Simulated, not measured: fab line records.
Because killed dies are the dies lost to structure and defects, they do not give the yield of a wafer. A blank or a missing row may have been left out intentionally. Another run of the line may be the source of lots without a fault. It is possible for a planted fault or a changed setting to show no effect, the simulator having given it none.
Matching of chambers | flow berkeleyCmos170 | UCB170_NWELL_ETCH_13 on rieDiel-03 has 4 sister chambers
The step etches Si3N4 in CH3F/Ar/O2, stops on SiO2, target depth 246.4 nm, time 154 s. 14 wafers are shown with their chamber, then 7 later ones without.

== WAFERS, EACH WITH ITS CHAMBER ==
wafer  | chamber | drypumpMotorCurrentA (A) | throttleValvePct (%) | oesProductAu (a.u.)
L851.1 | 3       | 6.1                      | 8.07                 | 0.955
L851.2 | 1       | 5.8                      | 8.20                 | 0.955
L851.6 | 3       | 6.0                      | 8.07                 | 0.959
L853.4 | 2       | 5.3                      | 7.91                 | 0.906
L853.5 | 1       | 5.8                      | 8.21                 | 0.940
L853.6 | 0       | 5.7                      | 7.95                 | 0.933
L862.2 | 3       | 6.0                      | 8.07                 | 0.951
L862.3 | 2       | 5.3                      | 7.92                 | 0.917
L862.4 | 0       | 5.7                      | 7.92                 | 0.928
L863.3 | 0       | 5.7                      | 7.93                 | 0.941
L863.5 | 0       | 5.7                      | 7.96                 | 0.942
L863.6 | 3       | 6.0                      | 8.08                 | 0.971
L865.2 | 0       | 5.7                      | 7.94                 | 0.937
L865.4 | 3       | 6.0                      | 8.07                 | 0.962

SIGNATURES, as means of the wafers listed above
reading              | chamber 0 | chamber 1 | chamber 2 | chamber 3 | scatter within a chamber
drypumpMotorCurrentA | 5.700     | 5.800     | 5.300     | 6.020     | 0.0283
throttleValvePct     | 7.9400    | 8.2050    | 7.9150    | 8.0720    | 0.0109
oesProductAu         | 0.93620   | 0.94750   | 0.91150   | 0.95960   | 0.00734
Rule: for each reading, subtract the chamber's mean from the wafer's reading, divide by that reading's scatter and square the result; add these up over the readings and take the root, which gives the wafer's distance from the chamber. If the next closest chamber is less than 2 further off than the closest, the wafer can't be placed; otherwise it belongs to the closest. The scatter is the square root of a quotient: the sum, over the shown wafers, of each reading's squared deviation from its chamber's mean, divided by wafers minus chambers.

== WAFERS MISSING THEIR CHAMBER ==
wafer  | drypumpMotorCurrentA (A) | throttleValvePct (%) | oesProductAu (a.u.)
L865.6 | 5.7                      | 8.18                 | 0.947
L869.1 | 5.3                      | 7.91                 | 0.921
L869.3 | 5.7                      | 8.20                 | 0.943
L869.5 | 5.3                      | 7.90                 | 0.905
L871.1 | 5.8                      | 8.19                 | 0.953
L871.3 | 5.3                      | 7.90                 | 0.918
L871.5 | 5.3                      | 7.89                 | 0.930

== EACH ONE'S CHAMBER ==
wafer  | from the rows above | in truth
L865.6 | 1                   | 1
L869.1 | 2                   | 2
L869.3 | 1                   | 1
L869.5 | 2                   | 2
L871.1 | 1                   | 1
L871.3 | 2                   | 2
L871.5 | 2                   | 2
Correct placement for 7 of the 7. From these rows, 0 cannot be placed. Number placed wrongly: 0.
